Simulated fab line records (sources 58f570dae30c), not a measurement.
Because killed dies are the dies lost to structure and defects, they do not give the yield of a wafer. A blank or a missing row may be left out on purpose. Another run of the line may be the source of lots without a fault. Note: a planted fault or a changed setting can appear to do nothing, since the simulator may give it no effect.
fab line records | flow berkeley-cmos170
record: lots: 7 | wafers: 21 | last-day: 12
route steps=331 shown ZERO@11 NWELL@14
lots that met no fault: from a run of the same line without faults
start-h: hours from the record's opening day to when the first of the lot's shown wafers began | wait-h: hours from the lot's prior step to this one | " identical to the entry in the row above | L1.1+2: several wafers, shown together as one row | - no value present, or no start provided | * or withheld: withheld | < > ~ a bound
route shown NAME@n: a module of which the file shows steps, and the number in the route of the first | usual: mean/standard deviation taken from wafers without a fault | same: alike in all rows | chamber/n: place in a boat | sites: each site's reading | _std_site: standard deviation across them | _edge_site: outer sites' mean less inner sites' | radius-mm: how far each site lies from the wafer's centre | mask NAME#n: copy n | behind: tool/chamber where the wafer was last shaped | hold: what put the lot on hold/how long, in hours/how the hold closed | device: which transistor (n, p or np) failed to switch | end of line: the same wafers' tests at the end of the route | for a step that has no rows: nothing shown but its recipe | killed: count of dies lost to structure and defects at first sort (not the wafer's yield) | map: shows each die of a wafer: x if killed, . if not, _ if none is there
set.NAME: the setting as run; set.NAME@STEP: as run at that earlier step | model.NAME: the simulator's own value behind a step, which no gauge read
lots at some steps of the route; a table a step, a row a wafer
services: when a tool's chamber went out of use (start-h, in hours from the record's first day, below 0 if earlier), for how many hours, and the reason
== steps ==
step: UCB170_ZERO_DEVELOP_05
recipe: developer: TMAH | develop-time-s: 45 | resist: KrF | dev-temp-c: 21
step: UCB170_ZERO_ETCH_06
recipe: chemistry: CHF3/CF4/Ar | target: SiO2 | time-s: 12 | pressure-mtorr: 100 | rf-w: 500 | CHF3_flow_sccm: 50 | cf4-flow-sccm: 10 | Ar_flow_sccm: 120 | over-etch-frac: 1.58
usual: drypump-motor-current-A: 5.8/0.34 | oes-product-au: 0.620/0.01 | throttle-valve-pct: 9.22/0.11
lot.wafer | tool        | chamber | start-h | wait-h | drypump-motor-current-A | oes-product-au | rf-hours-counter-h | throttle-valve-pct
L750.1    | rie-diel-01 | 1       | 23.13   | -      | 5.6                     | 0.612          | 11                 | 9.13
L750.3    | "           | 2       | "       | "      | 5.9                     | 0.639          | 46                 | 9.23
L750.4    | "           | 3       | "       | "      | 6.4                     | 0.611          | 11                 | 9.25
L753.1    | rie-diel-03 | 2       | 34.66   | -      | 5.7                     | 0.637          | 55                 | 9.24
L753.4    | "           | 3       | "       | "      | 6.2                     | 0.636          | 17                 | 9.31
L753.6    | "           | 3       | "       | "      | 6.1                     | 0.620          | -                  | 9.29
L758.1    | rie-diel-04 | 0       | 57.79   | -      | 6.3                     | 0.611          | 47                 | 9.32
L758.2    | "           | 2       | "       | "      | 5.8                     | 0.605          | 153                | 9.22
L758.4    | "           | 3       | "       | "      | 5.3                     | 0.612          | 5                  | 9.15
L757.2    | rie-diel-03 | 0       | 57.91   | -      | 5.5                     | 0.630          | 1                  | 9.53
L757.3    | "           | 2       | "       | "      | 5.7                     | 0.630          | 56                 | 9.24
L757.4    | "           | 3       | "       | "      | 6.1                     | 0.608          | 18                 | 9.31
L759.1    | rie-diel-01 | 2       | 64.70   | -      | 5.9                     | 0.641          | 48                 | 9.22
L759.2    | "           | 0       | "       | "      | 5.7                     | 0.622          | 120                | 9.11
L759.6    | "           | 2       | "       | "      | 5.9                     | 0.640          | -                  | 9.23
L772.1    | rie-diel-01 | 3       | 127.70  | -      | 6.4                     | 0.613          | 15                 | 9.24
L772.3    | "           | 2       | "       | "      | 5.9                     | 0.631          | 51                 | 9.23
L772.6    | "           | 2       | "       | "      | 5.9                     | 0.639          | -                  | 9.23
L773.2    | rie-diel-01 | 1       | 131.03  | -      | 5.6                     | 0.612          | 16                 | 9.12
L773.4    | "           | 2       | "       | "      | 5.9                     | 0.630          | 51                 | 9.21
L773.6    | "           | 0       | "       | "      | 5.7                     | 0.618          | -                  | 9.10
step: UCB170_ZERO_STRIP_07
recipe: chemistry: O2 | power-w: 400 | pressure-mtorr: 3500 | platen-temp-c: withheld | o2-flow-sccm: 400 | overash-fraction: 0.5
usual: drypump-motor-current-A: 5.5/0.58 | oes-product-au: 0.727/0.0046 | strip-time-to-endpoint-s: 21.48/0.059
lot.wafer | tool            | chamber | start-h | wait-h | drypump-motor-current-A | oes-product-au | rf-hours-counter-h | strip-time-to-endpoint-s
L750.1    | plasma-asher-04 | 0       | 23.16   | 0.0    | 5.7                     | 0.722          | 30                 | 21.40
L750.3    | "               | 0       | "       | "      | 5.7                     | 0.734          | -                  | 21.37
L750.4    | "               | 1       | "       | "      | 6.4                     | 0.720          | -                  | 21.34
L753.1    | plasma-asher-03 | 1       | 34.68   | 0.0    | 4.9                     | 0.730          | 22                 | 21.40
L753.4    | "               | 1       | "       | "      | 4.9                     | 0.728          | -                  | 21.48
L753.6    | "               | 0       | "       | "      | 4.9                     | 0.732          | -                  | 21.47
L758.1    | plasma-asher-03 | 0       | 57.81   | 0.0    | 4.9                     | 0.732          | 25                 | 21.42
L758.2    | "               | 1       | "       | "      | 4.9                     | 0.729          | 25                 | 21.55
L758.4    | "               | 1       | "       | "      | 4.9                     | 0.727          | -                  | 21.49
L757.2    | plasma-asher-03 | 1       | 57.93   | 0.0    | 4.9                     | 0.732          | 25                 | 21.49
L757.3    | "               | 0       | "       | "      | 4.9                     | 0.729          | -                  | 21.45
L757.4    | "               | 1       | "       | "      | 4.9                     | 0.724          | -                  | 21.47
L759.1    | plasma-asher-03 | 0       | 64.72   | 0.0    | 5.0                     | 0.736          | 26                 | 21.60
L759.2    | "               | 1       | "       | "      | 4.9                     | 0.727          | 26                 | 21.52
L759.6    | "               | 1       | "       | "      | 4.9                     | 0.731          | -                  | 21.48
L772.1    | plasma-asher-04 | 0       | 127.73  | 0.0    | 5.7                     | 0.727          | 39                 | 21.55
L772.3    | "               | 1       | "       | "      | 6.4                     | 0.733          | -                  | 21.50
L772.6    | "               | 0       | "       | "      | 5.7                     | 0.727          | -                  | 21.55
L773.2    | plasma-asher-03 | 0       | 131.05  | 0.0    | 4.9                     | 0.723          | 33                 | 21.45
L773.4    | "               | 1       | "       | "      | 4.9                     | 0.727          | -                  | 21.47
L773.6    | "               | 0       | "       | "      | 4.9                     | 0.730          | -                  | 21.49
step: UCB170_NWELL_WET_ETCH_00
recipe: chemistry: dHF | dilution: 25:1 | target: SiO2 | temp-c: 25 | time-s: 200
step: UCB170_NWELL_OXIDATION_01
recipe: temp-c: 1000 | ambient: O2 | target-thk-a: 264 | ox-time-s: 1260
step: UCB170_NWELL_THK_MEAS_02
recipe: reads: SiO2_of_NWELL_OXIDATION_01
usual: NWELL_OXIDE_THK: 26.0/0.43
lot.wafer | tool          | chamber | start-h | wait-h | NWELL_OXIDE_THK[nm]
L750.1    | film-metro-02 | -       | 28.20   | 0.0    | 26.0
L750.3    | "             | -       | "       | "      | 25.7
L750.4    | "             | -       | "       | "      | 25.9
L753.1    | film-metro-02 | -       | 38.37   | 0.0    | 25.5
L753.4    | "             | -       | "       | "      | 25.7
L753.6    | "             | -       | "       | "      | 25.7
L758.1    | film-metro-03 | -       | 62.53   | 0.0    | 25.4
L758.2    | "             | -       | "       | "      | 25.6
L758.4    | "             | -       | "       | "      | 25.8
L757.2    | film-metro-01 | -       | 62.54   | 0.0    | 26.3
L757.3    | "             | -       | "       | "      | 26.6
L757.4    | "             | -       | "       | "      | 26.5
L759.1    | film-metro-03 | -       | 72.39   | 0.0    | 25.1
L759.2    | "             | -       | "       | "      | 25.6
L759.6    | "             | -       | "       | "      | 25.8
L772.1    | film-metro-02 | -       | 130.82  | 0.0    | 25.6
L772.3    | "             | -       | "       | "      | 25.9
L772.6    | "             | -       | "       | "      | 26.0
L773.2    | film-metro-02 | -       | 139.73  | 0.0    | 25.7
L773.4    | "             | -       | "       | "      | 25.8
L773.6    | "             | -       | "       | "      | 26.0
step: UCB170_NWELL_ANNEAL_03
recipe: temp-c: 1000 | time-s: 900 | ambient: N2
step: UCB170_NWELL_CVD_04
recipe: material: Si3N4 | target-thk-nm: 224 | temp-c: 800 | precursor: SiH2Cl2/NH3 | time-s: 3360 | pressure-mtorr: 200 | sih2cl2-flow-sccm: 25 | nh3-flow-sccm: 75
step: UCB170_NWELL_THK_MEAS_05
recipe: reads: Si3N4_of_NWELL_CVD_04
usual: NWELL_NITRIDE_THK: 224.1/1.7
lot.wafer | tool          | chamber | start-h | wait-h | NWELL_NITRIDE_THK[nm]
L750.1    | film-metro-01 | -       | 37.14   | 0.0    | 222.2
L750.3    | "             | -       | "       | "      | 222.7
L750.4    | "             | -       | "       | "      | 220.3
L753.1    | film-metro-01 | -       | 46.35   | 0.0    | 225.5
L753.4    | "             | -       | "       | "      | 226.3
L753.6    | "             | -       | "       | "      | 227.1
L758.1    | film-metro-02 | -       | 68.39   | 0.0    | 223.1
L758.2    | "             | -       | "       | "      | 224.9
L758.4    | "             | -       | "       | "      | 225.7
L757.2    | film-metro-03 | -       | 68.40   | 0.0    | 224.8
L757.3    | "             | -       | "       | "      | 224.9
L757.4    | "             | -       | "       | "      | 225.9
L759.1    | film-metro-02 | -       | 79.14   | 0.0    | 227.8
L759.2    | "             | -       | "       | "      | 227.0
L759.6    | "             | -       | "       | "      | 226.8
L772.1    | film-metro-02 | -       | 136.80  | 0.0    | 221.9
L772.3    | "             | -       | "       | "      | 222.9
L772.6    | "             | -       | "       | "      | 222.6
L773.2    | film-metro-02 | -       | 147.50  | 0.0    | 224.7
L773.4    | "             | -       | "       | "      | 225.1
L773.6    | "             | -       | "       | "      | 223.7
step: UCB170_NWELL_HMDS_06
recipe: prime-time-s: 60 | prime-temp-c: 100
step: UCB170_NWELL_COAT_07
recipe: resist: KrF | spin-rpm: 1500 | resist-thk-nm: 900
step: UCB170_NWELL_SOFTBAKE_08
recipe: resist: KrF | temp-c: 130 | time-s: 60
step: UCB170_NWELL_EXPOSE_09
recipe: mask-id: NWELL | target-cd-nm: 3000 | na: 0.5 | sigma-outer: 0.6 | source-shape: conventional | dose-mj: 25
usual: exposure-dose-mJ-cm2: 25.002/0.025 | focus-offset-nm: 0.1/0.52 | reticle-temp-C: 23.01/0.13
lot.wafer | tool           | chamber | start-h | wait-h | mask    | exposure-dose-mJ-cm2 | focus-offset-nm | reticle-temp-C
L750.1    | krf-scanner-01 | 0       | 37.81   | 0.2    | NWELL#0 | 25.022               | 0.3             | 23.19
L750.3    | "              | 0       | "       | "      | NWELL#0 | 25.012               | -0.7            | 23.02
L750.4    | "              | 0       | "       | "      | NWELL#0 | 25.035               | -1.3            | 23.00
L753.1    | krf-scanner-01 | 0       | 47.23   | 0.5    | NWELL#0 | 24.977               | -0.5            | 22.96
L753.4    | "              | 0       | "       | "      | NWELL#0 | 25.012               | 0.0             | 22.88
L753.6    | "              | 0       | "       | "      | NWELL#0 | 25.024               | 0.2             | 22.90
L758.1    | krf-scanner-02 | -       | 69.03   | 0.2    | NWELL#0 | -                    | -               | -
L758.2    | "              | -       | "       | "      | NWELL#0 | -                    | -               | -
L758.4    | "              | -       | "       | "      | NWELL#0 | -                    | -               | -
L757.2    | krf-scanner-01 | -       | 69.29   | 0.5    | NWELL#0 | -                    | -               | -
L757.3    | "              | -       | "       | "      | NWELL#0 | -                    | -               | -
L757.4    | "              | -       | "       | "      | NWELL#0 | -                    | -               | -
L759.1    | krf-scanner-01 | -       | 79.99   | 0.2    | NWELL#0 | -                    | -               | -
L759.2    | "              | -       | "       | "      | NWELL#0 | -                    | -               | -
L759.6    | "              | -       | "       | "      | NWELL#0 | -                    | -               | -
L772.1    | krf-scanner-02 | 0       | 137.44  | 0.2    | NWELL#0 | 25.018               | 1.0             | 23.07
L772.3    | "              | 0       | "       | "      | NWELL#0 | 24.990               | 0.2             | 23.13
L772.6    | "              | 0       | "       | "      | NWELL#0 | 24.995               | -0.9            | 22.96
L773.2    | krf-scanner-02 | 0       | 148.81  | 0.2    | NWELL#0 | 25.023               | -0.7            | 22.98
L773.4    | "              | 0       | "       | "      | NWELL#0 | 25.034               | -0.1            | 22.84
L773.6    | "              | 0       | "       | "      | NWELL#0 | 25.041               | 0.1             | 23.09
step: UCB170_NWELL_PEB_10
recipe: peb-temp-c: 130 | peb-time-s: withheld | resist: KrF
== services ==
tool            | chamber | start-h | hours | kind
rie-diel-03     | 0       | 0.05    | -     | clean
rie-diel-03     | 0       | 0.05    | 27.1  | scheduled-down
rie-diel-03     | 0       | 0.05    | 27.1  | vent-cycle
krf-scanner-02  | -       | 16.06   | 0.6   | repair
rie-diel-03     | -       | 30.69   | 2.8   | pm
krf-scanner-02  | -       | 43.47   | 0.8   | repair
plasma-asher-04 | -       | 52.03   | 17.2  | pm
rie-diel-01     | 0       | 55.64   | 4.4   | repair
krf-scanner-01  | -       | 56.79   | 1.0   | pm
rie-diel-01     | 2       | 66.63   | 5.1   | repair
plasma-asher-03 | -       | 72.26   | 0.6   | repair
krf-scanner-02  | -       | 86.92   | 1.0   | pm
krf-scanner-01  | -       | 93.48   | 0.7   | repair
krf-scanner-01  | -       | 105.48  | 4.4   | pm
krf-scanner-01  | -       | 112.50  | 0.8   | pm
rie-diel-04     | -       | 116.08  | 14.6  | pm
krf-scanner-01  | -       | 123.70  | 1.3   | pm
krf-scanner-02  | -       | 125.07  | 0.8   | pm
rie-diel-03     | -       | 125.42  | 15.6  | pm
krf-scanner-02  | -       | 128.57  | 1.3   | pm
krf-scanner-02  | -       | 135.82  | 0.5   | repair
rie-diel-04     | 2       | 145.19  | -     | clean
rie-diel-04     | 2       | 145.19  | 22.3  | scheduled-down
rie-diel-04     | 2       | 145.19  | 22.3  | vent-cycle
== key ==
first-sign: step: UCB170_NWELL_EXPOSE_09 | reading: tool-record | direction: missing
effect none on later readings
met-at UCB170_NWELL_EXPOSE_09
struck-wafers L757.2,L757.3,L757.4,L758.1,L758.2,L758.4,L759.1,L759.2,L759.6
later-rows-left-out L757.2,L757.3,L757.4,L758.1,L758.2,L758.4,L759.1,L759.2,L759.6
sort-left-out L757.2,L757.3,L757.4,L758.1,L758.2,L758.4,L759.1,L759.2,L759.6
tester-left-out L757,L758,L759
onset-between 47.23 69.03
fault: kind: skipped-step-whole | tool: krf-scanner-01,krf-scanner-02 | chamber: - | onset-h: 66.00 | steps: UCB170_NWELL_EXPOSE_09 | scope: struck-lots-only
tester-left-out: of these lots the tester's yield and bins aren't shown, on N5 and GAA mostly nor the transistor test; their killed dies are dies lost to structure and defects alone, not to doping, threshold or leakage, so they don't give the yield
sort-left-out: the simulated sort isn't trusted on such a fault, so these wafers' sort isn't shown, and their yield isn't known
later-rows-left-out: the simulator's readings of these wafers behind a module that went badly wrong aren't trusted and aren't shown, but for the sort
